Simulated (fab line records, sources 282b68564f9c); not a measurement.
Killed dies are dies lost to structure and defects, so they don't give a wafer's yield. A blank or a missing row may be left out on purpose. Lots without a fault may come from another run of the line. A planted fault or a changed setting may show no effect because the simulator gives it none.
Which tool did it? | flow rit_cmos | 14 lots, 42 wafers sampled, at 2 steps of a route of 202

WHAT THE GAUGES READ, wafer by wafer
The record holds no reading of a measuring or inspecting step that can be judged against a usual standard deviation.

WHICH TOOL RAN EACH LOT (tool, then ch and the chambers of the sampled wafers, then the start)
lot  | RIT_NWELL_STRIP_09                  | RIT_M1_PROBE_99
L822 | plasma_asher-01 ch 0,1, day 2 01:46 | -
L823 | plasma_asher-04 ch 0,1, day 2 08:07 | -
L827 | plasma_asher-01 ch 0,1, day 3 04:10 | prober-01, day 4 16:18
L829 | plasma_asher-04 ch 0,1, day 3 14:01 | prober-01, day 5 04:22
L830 | plasma_asher-04 ch 0,1, day 3 17:44 | prober-02, day 5 10:37
L831 | plasma_asher-02 ch 0, day 3 22:41   | prober-01, day 5 13:59
L832 | plasma_asher-01 ch 0,1, day 4 05:30 | prober-02, day 5 16:44
L833 | plasma_asher-04 ch 0,1, day 4 09:10 | -
L834 | plasma_asher-01 ch 0,1, day 4 14:09 | -
L835 | plasma_asher-02 ch 0, day 4 18:47   | prober-01, day 6 12:25
L836 | plasma_asher-01 ch 0, day 5 00:13   | prober-02, day 6 15:10
L837 | plasma_asher-01 ch 0,1, day 5 05:11 | prober-01, day 6 20:12
L843 | plasma_asher-04 ch 0,1, day 6 11:36 | prober-01, day 7 23:10
L844 | plasma_asher-04 ch 0,1, day 6 18:41 | prober-02, day 8 07:38
- RIT_NWELL_STRIP_09: strips in O2, time 180 s.
- RIT_M1_PROBE_99

WHAT THE TOOLS THEMSELVES READ (means of the sampled wafers that have a number; where no wafer has one, the mark that the record gives instead)
RIT_NWELL_STRIP_09.
lot  | tool            | drypump_motor_current_A (A)
L822 | plasma_asher-01 | 5.91
L823 | plasma_asher-04 | 6.03
L827 | plasma_asher-01 | 5.91
L829 | plasma_asher-04 | 6.04
L830 | plasma_asher-04 | 6.20
L831 | plasma_asher-02 | 5.85
L832 | plasma_asher-01 | 5.90
L833 | plasma_asher-04 | 6.03
L834 | plasma_asher-01 | 6.09
L835 | plasma_asher-02 | 5.84
L836 | plasma_asher-01 | 6.31
L837 | plasma_asher-01 | 5.91
L843 | plasma_asher-04 | 6.21
L844 | plasma_asher-04 | 6.22

RIT_M1_PROBE_99.
lot  | tool      | killed_at_contacts | killed_at_front_end | killed_dies | killed_on_rim | killed_open | killed_short
L827 | prober-01 | 0.0                | 7                   | 7           | 2.0           | 5.3         | 2.0
L829 | prober-01 | 0.0                | 6                   | 6           | 1.7           | 3.0         | 3.3
L830 | prober-02 | 0.3                | 11                  | 11          | 1.7           | 5.7         | 5.7
L831 | prober-01 | 0.0                | 9                   | 9           | 2.3           | 4.7         | 4.0
L832 | prober-02 | 0.0                | 8                   | 8           | 0.7           | 3.7         | 4.0
L835 | prober-01 | 0.0                | 4                   | 4           | 1.0           | 3.3         | 1.0
L836 | prober-02 | 0.0                | 6                   | 6           | 1.3           | 3.3         | 2.7
L837 | prober-01 | 0.0                | 4                   | 4           | 1.0           | 3.0         | 1.3
L843 | prober-01 | 0.0                | 26                  | 26          | 5.7           | 1.0         | 2.7
L844 | prober-02 | 0.0                | 27                  | 27          | 5.3           | 2.0         | 4.0

THE ANSWER, worked out from the rows above alone
Rule: what is usual is taken from the lots themselves. Put in order of their means at a reading, lots are off if they are a third of the lots or fewer, leave a main group of 4 or more, and stand apart from it by a gap of 3 or more times the standard deviation of the main group's means; of several such gaps the widest counts. A main group whose means are all the same, to the digits that the tables above print for the reading, isn't used. A lot without any number at a reading at which 4 lots or more have one is off too. The other lots that the step has rows for count as sound. The gauges are gone through in route order, then the tools' own readings, and for those a lot's mean is taken as printed above. The first step at which some lot is off is used, and at that step the reading that is off furthest; a lot without a number counts as furthest.
Off: L843, L844, at RIT_M1_PROBE_99 (killed_at_front_end). The main group: mean 7, standard deviation 2.3. Neither off nor sound, because the step has no rows for them: L822, L823, L833, L834.
A tool fits if, at that step or a process step before it, it ran every lot that is off, and no sound lot after the first of them. One fits: plasma_asher-04 at RIT_NWELL_STRIP_09. Its last sound lot is L830 (day 3 17:44), its first lot that is off L843 (day 6 11:36): a fault that began between those two fits.

WHAT THE SIMULATOR HAD PUT IN
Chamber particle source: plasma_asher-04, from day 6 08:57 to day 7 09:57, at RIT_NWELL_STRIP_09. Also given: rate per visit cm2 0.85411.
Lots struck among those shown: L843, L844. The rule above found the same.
